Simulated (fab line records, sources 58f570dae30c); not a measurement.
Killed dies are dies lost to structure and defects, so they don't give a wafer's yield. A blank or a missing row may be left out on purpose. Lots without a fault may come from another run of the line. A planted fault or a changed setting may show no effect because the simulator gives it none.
Which tool did it? | flow berkeley_cmos170 | 14 lots, 42 wafers sampled, at 5 steps of a route of 331

WHAT THE GAUGES READ, wafer by wafer
UCB170_M2_RS_MEAS_02: measures by four-point-probe.
lot  | measured     | on            | M2_AL_RS (ohm/sq)
L392 | day 8 05:35  | film_metro-04 | 0.0323 0.0322 0.0323
L393 | day 8 05:41  | film_metro-03 | 0.0322 0.0325 0.0322
L396 | day 8 23:55  | film_metro-02 | 0.0320 0.0321 0.0321
L395 | day 8 23:32  | film_metro-04 | 0.0323 0.0325 0.0324
L398 | day 9 06:55  | film_metro-04 | 0.0325 0.0324 0.0324
L397 | day 9 09:46  | film_metro-04 | 0.0327 0.0327 0.0323
L400 | day 9 10:00  | film_metro-02 | 0.0325 0.0326 0.0323
L401 | day 9 19:24  | film_metro-03 | 0.0317 0.0317 0.0318
L402 | day 10 02:32 | film_metro-04 | 0.0322 0.0323 0.0322
L405 | day 10 14:26 | film_metro-03 | 0.0319 0.0319 0.0319
L409 | day 11 14:34 | film_metro-02 | 0.0320 0.0321 0.0320
L408 | day 11 14:59 | film_metro-03 | 0.0324 0.0327 0.0326
L410 | day 11 14:46 | film_metro-04 | 0.0315 0.0315 0.0316
L412 | day 12 04:14 | film_metro-03 | 0.0320 0.0323 0.0323

WHICH TOOL RAN EACH LOT (tool, then ch and the chambers of the sampled wafers, then the start)
lot  | UCB170_CONTACT_RTA_08            | UCB170_M1_STRIP_13                   | UCB170_V1_ETCH_14                  | UCB170_V1_STRIP_15
L392 | rtp_anneal-01 ch 0, day 7 17:34  | plasma_asher-04 ch 0,1, day 7 22:11  | rie_diel-04 ch 1,2,3, day 8 05:02  | plasma_asher-02 ch 0,1, day 8 05:13
L393 | rtp_anneal-02 ch 0, day 7 17:44  | plasma_asher-03 ch 1, day 7 22:19    | rie_diel-03 ch 1,2,3, day 8 05:08  | plasma_asher-01 ch 0, day 8 05:19
L396 | rtp_anneal-01 ch 0, day 8 09:37  | plasma_asher-01 ch 0,1, day 8 15:09  | rie_diel-04 ch 1,2, day 8 23:20    | plasma_asher-01 ch 0,1, day 8 23:31
L395 | rtp_anneal-02 ch 0, day 8 11:47  | plasma_asher-03 ch 0, day 8 17:30    | rie_diel-02 ch 0,2,3, day 8 22:58  | plasma_asher-02 ch 0,1, day 8 23:08
L398 | rtp_anneal-02 ch 0, day 8 19:55  | plasma_asher-03 ch 0,1, day 8 23:20  | rie_diel-04 ch 2,3, day 9 06:17    | plasma_asher-02 ch 0,1, day 9 06:28
L397 | rtp_anneal-02 ch 0, day 8 21:50  | plasma_asher-04 ch 0,1, day 9 02:10  | rie_diel-04 ch 0,1,2, day 9 09:06  | plasma_asher-02 ch 0,1, day 9 09:17
L400 | rtp_anneal-01 ch 0, day 8 21:50  | plasma_asher-03 ch 1, day 9 02:17    | rie_diel-02 ch 0,2,3, day 9 09:25  | plasma_asher-01 ch 0,1, day 9 09:35
L401 | rtp_anneal-01 ch 0, day 9 09:10  | plasma_asher-01 ch 0,1, day 9 12:43  | rie_diel-04 ch 0,2,3, day 9 18:49  | plasma_asher-03 ch 0,1, day 9 19:02
L402 | rtp_anneal-02 ch 0, day 9 12:58  | plasma_asher-01 ch 0,1, day 9 19:12  | rie_diel-04 ch 1,2,3, day 10 02:01 | plasma_asher-02 ch 0,1, day 10 02:08
L405 | rtp_anneal-01 ch 0, day 10 00:57 | plasma_asher-03 ch 0,1, day 10 04:29 | rie_diel-04 ch 0,1,2, day 10 13:55 | plasma_asher-02 ch 0,1, day 10 14:02
L409 | rtp_anneal-01 ch 0, day 10 22:13 | plasma_asher-03 ch 0,1, day 11 01:17 | rie_diel-03 ch 0,3, day 11 13:58   | plasma_asher-01 ch 0,1, day 11 14:10
L408 | rtp_anneal-02 ch 0, day 10 22:40 | plasma_asher-01 ch 0,1, day 11 02:19 | rie_diel-04 ch 0,1,3, day 11 14:26 | plasma_asher-02 ch 0,1, day 11 14:37
L410 | rtp_anneal-01 ch 0, day 10 23:59 | plasma_asher-04 ch 0,1, day 11 03:19 | rie_diel-02 ch 0,3, day 11 14:13   | plasma_asher-03 ch 0,1, day 11 14:24
L412 | rtp_anneal-01 ch 0, day 11 14:04 | plasma_asher-04 ch 0,1, day 11 18:22 | rie_diel-02 ch 2,3, day 12 03:41   | plasma_asher-03 ch 0,1, day 12 03:52
- UCB170_CONTACT_RTA_08: time 10 s.
- UCB170_M1_STRIP_13: strips in O2.
- UCB170_V1_ETCH_14: etches SiO2 in CHF3/CF4/Ar, stops on Al, target depth 1250 nm, time 291 s.
- UCB170_V1_STRIP_15: strips in O2.

WHAT THE TOOLS THEMSELVES READ (means of the sampled wafers that have a number; where no wafer has one, the mark that the record gives instead)
UCB170_CONTACT_RTA_08.
lot  | tool          | anneal_temp_c_max | lamp_power_pct (%) | wafer_temp_C_max
L392 | rtp_anneal-01 | 904.9             | 27.0               | 904.1
L393 | rtp_anneal-02 | 902.6             | 30.4               | 902.7
L396 | rtp_anneal-01 | 904.4             | 26.9               | 903.9
L395 | rtp_anneal-02 | 902.1             | 30.4               | 903.7
L398 | rtp_anneal-02 | 901.9             | 30.4               | 903.9
L397 | rtp_anneal-02 | 902.5             | 30.4               | 903.8
L400 | rtp_anneal-01 | 904.5             | 26.9               | 904.6
L401 | rtp_anneal-01 | 904.6             | 26.9               | 904.6
L402 | rtp_anneal-02 | 902.6             | 30.4               | 904.4
L405 | rtp_anneal-01 | 904.7             | 26.9               | 904.1
L409 | rtp_anneal-01 | 904.6             | 26.9               | 904.3
L408 | rtp_anneal-02 | 901.9             | 30.4               | 903.4
L410 | rtp_anneal-01 | 903.9             | 26.9               | 903.9
L412 | rtp_anneal-01 | 904.5             | 27.0               | 904.5

UCB170_M1_STRIP_13.
lot  | tool            | drypump_motor_current_A (A) | o2_flow_sccm (sccm) | oes_product_au (a.u.)
L392 | plasma_asher-04 | 6.0                         | 399.9               | 0.717
L393 | plasma_asher-03 | 5.3                         | 399.2               | 0.715
L396 | plasma_asher-01 | 5.5                         | 398.6               | 0.718
L395 | plasma_asher-03 | 5.2                         | 401.2               | 0.720
L398 | plasma_asher-03 | 5.2                         | 400.1               | 0.719
L397 | plasma_asher-04 | 6.1                         | 399.8               | 0.719
L400 | plasma_asher-03 | 5.3                         | 400.6               | 0.724
L401 | plasma_asher-01 | 5.9                         | 401.0               | 0.724
L402 | plasma_asher-01 | 5.5                         | 400.8               | 0.719
L405 | plasma_asher-03 | 5.3                         | 400.0               | 0.721
L409 | plasma_asher-03 | 5.2                         | 401.2               | 0.719
L408 | plasma_asher-01 | 5.5                         | 398.9               | 0.719
L410 | plasma_asher-04 | 6.1                         | 399.5               | 0.714
L412 | plasma_asher-04 | 6.2                         | 401.3               | 0.716

UCB170_V1_ETCH_14.
lot  | tool        | drypump_motor_current_A (A) | oes_product_au (a.u.) | run_length_s (s) | throttle_valve_pct (%)
L392 | rie_diel-04 | 6.2                         | 0.880                 | 319.3            | 6.89
L393 | rie_diel-03 | 5.8                         | 0.890                 | 319.6            | 6.95
L396 | rie_diel-04 | 6.3                         | 0.879                 | 319.2            | 6.80
L395 | rie_diel-02 | 5.9                         | 0.859                 | 319.3            | 6.93
L398 | rie_diel-04 | 6.4                         | 0.872                 | 319.5            | 6.98
L397 | rie_diel-04 | 5.7                         | 0.883                 | 319.1            | 6.91
L400 | rie_diel-02 | 5.9                         | 0.861                 | 319.2            | 6.93
L401 | rie_diel-04 | 5.9                         | 0.882                 | 319.4            | 7.01
L402 | rie_diel-04 | 6.2                         | 0.876                 | 319.6            | 6.89
L405 | rie_diel-04 | 5.7                         | 0.872                 | 323.3            | 6.90
L409 | rie_diel-03 | 5.9                         | 0.885                 | 319.2            | 7.00
L408 | rie_diel-04 | 5.6                         | 0.873                 | 323.9            | 7.00
L410 | rie_diel-02 | 6.4                         | 0.867                 | 319.3            | 6.92
L412 | rie_diel-02 | 6.3                         | 0.861                 | 319.4            | 6.99

UCB170_V1_STRIP_15.
lot  | tool            | drypump_motor_current_A (A) | o2_flow_sccm (sccm) | oes_product_au (a.u.) | strip_time_to_endpoint_s (s)
L392 | plasma_asher-02 | 5.7                         | 399.6               | 0.724                 | 15.41
L393 | plasma_asher-01 | 5.1                         | 399.7               | 0.725                 | 15.47
L396 | plasma_asher-01 | 5.5                         | 400.0               | 0.722                 | 15.30
L395 | plasma_asher-02 | 5.7                         | 399.1               | 0.724                 | 15.25
L398 | plasma_asher-02 | 5.7                         | 399.3               | 0.722                 | 15.20
L397 | plasma_asher-02 | 6.0                         | 398.8               | 0.721                 | 15.29
L400 | plasma_asher-01 | 5.8                         | 399.4               | 0.722                 | 15.31
L401 | plasma_asher-03 | 5.2                         | 400.2               | 0.721                 | 15.30
L402 | plasma_asher-02 | 6.0                         | 399.2               | 0.719                 | 15.33
L405 | plasma_asher-02 | 6.0                         | 398.6               | 0.719                 | 15.22
L409 | plasma_asher-01 | 5.9                         | 400.9               | 0.722                 | 15.37
L408 | plasma_asher-02 | 5.7                         | 400.9               | 0.722                 | 15.21
L410 | plasma_asher-03 | 5.3                         | 399.3               | 0.723                 | 15.27
L412 | plasma_asher-03 | 5.2                         | 400.0               | 0.723                 | 15.33

THE ANSWER, worked out from the rows above alone
Rule: what is usual is taken from the lots themselves. Put in order of their means at a reading, lots are off if they are a third of the lots or fewer, leave a main group of 4 or more, and stand apart from it by a gap of 3 or more times the standard deviation of the main group's means; of several such gaps the widest counts. A main group whose means are all the same, to the digits that the tables above print for the reading, isn't used. A lot without any number at a reading at which 4 lots or more have one is off too. The other lots that the step has rows for count as sound. The gauges are gone through in route order, then the tools' own readings, and for those a lot's mean is taken as printed above. The first step at which some lot is off is used, and at that step the reading that is off furthest; a lot without a number counts as furthest.
Off: L405, L408, at UCB170_V1_ETCH_14 (run_length_s). The main group: mean 319.3 s, standard deviation 0.16.
A tool fits if, at that step or a process step before it, it ran every lot that is off, and no sound lot after the first of them. One fits: rie_diel-04 at UCB170_V1_ETCH_14. Its last sound lot is L402 (day 10 02:01), its first lot that is off L405 (day 10 13:55): a fault that began between those two fits.
The tool's own readings at UCB170_V1_ETCH_14 bear it out: on the lots that are off they differ by more than 5 times the standard deviation of the sound lots' means. run_length_s reads 323.6 s there against 319.3 s on the sound lots.

WHAT THE SIMULATOR HAD PUT IN
Process parameter drift: rie_diel-04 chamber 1, from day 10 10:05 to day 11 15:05, at UCB170_V1_ETCH_14. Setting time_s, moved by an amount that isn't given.
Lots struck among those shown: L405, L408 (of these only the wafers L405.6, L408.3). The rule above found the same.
